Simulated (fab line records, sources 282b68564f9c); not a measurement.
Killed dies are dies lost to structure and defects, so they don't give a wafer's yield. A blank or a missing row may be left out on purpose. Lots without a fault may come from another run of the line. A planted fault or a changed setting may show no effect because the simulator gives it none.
Tool commonality check | flow rit_cmos | 14 lots, 42 wafers sampled

WHY IT WAS OPENED
At RIT_NRETRO_TW_MEAS_10 the reading NRETRO_TW is flagged on 2 of 14 lots. Wafers without a fault read 1042, standard deviation 6.3.
Rule: a lot is flagged when every wafer of it that has a number lies more than 4 standard deviations from that mean, or none has a number. The other lots count as sound.

lot  | measured    | on            | NRETRO_TW, wafer by wafer | flag
L736 | day 2 06:07 | film_metro-03 | 1055 1054 1050            |
L737 | day 2 10:56 | film_metro-04 | 1046 1053 1046            |
L739 | day 2 21:42 | film_metro-04 | 1046 1046 1050            |
L740 | day 3 02:02 | film_metro-03 | 1052 1047 1048            |
L741 | day 3 06:43 | film_metro-04 | 1027 1032 1033            |
L742 | day 3 11:25 | film_metro-04 | 1028 1034 1033            |
L743 | day 3 16:53 | film_metro-02 | 1035 1038 1037            |
L744 | day 3 22:28 | film_metro-02 | 1046 1040 1036            |
L746 | day 4 08:17 | film_metro-04 | 1040 1031 1034            |
L747 | day 4 13:15 | film_metro-03 | 1043 1050 1044            |
L750 | day 5 04:45 | film_metro-04 | 1068 1074 1070            | FLAGGED
L753 | day 5 20:37 | film_metro-04 | 1072 1073 1071            | FLAGGED
L756 | day 6 11:01 | film_metro-02 | 1041 1040 1045            |
L758 | day 6 20:45 | film_metro-04 | 1041 1039 1039            |
The numbers of the flagged lots are 1071 on average: +29 against the usual, or +5 standard deviations.

WHICH TOOL RAN EACH LOT
The record holds 1 process step before the reading, out of a route of 202 steps. In each cell: the tool, then ch and the chambers that the sampled wafers went through, then the start.
lot  | flag    | RIT_NRETRO_IMPLANT_08
L736 |         | implanter-03 ch 0, day 2 05:48
L737 |         | implanter-02 ch 0, day 2 10:40
L739 |         | implanter-04 ch 0, day 2 21:23
L740 |         | implanter-04 ch 0, day 3 01:42
L741 |         | implanter-02 ch 0, day 3 06:25
L742 |         | implanter-04 ch 0, day 3 11:07
L743 |         | implanter-03 ch 0, day 3 16:34
L744 |         | implanter-04 ch 0, day 3 22:11
L746 |         | implanter-04 ch 0, day 4 07:57
L747 |         | implanter-04 ch 0, day 4 12:58
L750 | FLAGGED | implanter-04 ch 0, day 5 04:27
L753 | FLAGGED | implanter-04 ch 0, day 5 20:17
L756 |         | implanter-03 ch 0, day 6 10:41
L758 |         | implanter-03 ch 0, day 6 20:27
What these steps do:
- RIT_NRETRO_IMPLANT_08
- RIT_NRETRO_TW_MEAS_10

FLAGGED OVER TOTAL, TOOL BY TOOL (the gauges that took the reading come last)
step                  | tool          | lots run | flagged | share of the flagged lots | sound lots run after its first flagged lot
RIT_NRETRO_IMPLANT_08 | implanter-02  | 2        | 0       | none                      | -
RIT_NRETRO_IMPLANT_08 | implanter-03  | 4        | 0       | none                      | -
RIT_NRETRO_IMPLANT_08 | implanter-04  | 8        | 2       | all                       | 0
RIT_NRETRO_TW_MEAS_10 | film_metro-02 | 3        | 0       | none                      | -
RIT_NRETRO_TW_MEAS_10 | film_metro-03 | 3        | 0       | none                      | -
RIT_NRETRO_TW_MEAS_10 | film_metro-04 | 8        | 2       | all                       | 1 (L758)

WHAT THE TABLE ALLOWS
2 rows of the table ran every flagged lot: implanter-04 at RIT_NRETRO_IMPLANT_08, film_metro-04 at RIT_NRETRO_TW_MEAS_10.
- implanter-04 at RIT_NRETRO_IMPLANT_08: 2 of its 8 lots flagged. Its last sound lot is L747 (day 4 12:58), its first flagged lot L750 (day 5 04:27): a fault that began between those two fits. Its own readings lie more than 4 standard deviations out on every wafer of the flagged lots: beam_energy_keV.
- film_metro-04 at RIT_NRETRO_TW_MEAS_10: 2 of its 8 lots flagged. Sound lots ran on it after the first flagged one (L758), which a lasting fault on the whole tool wouldn't allow.
One tool is left: implanter-04 at RIT_NRETRO_IMPLANT_08.

WHAT THE SIMULATOR HAD PUT IN
Process parameter drift: implanter-04, from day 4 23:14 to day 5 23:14, at RIT_NRETRO_IMPLANT_08. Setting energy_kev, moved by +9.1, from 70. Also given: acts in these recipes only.
Lots struck among those shown: L750, L753. The rule above found the same.
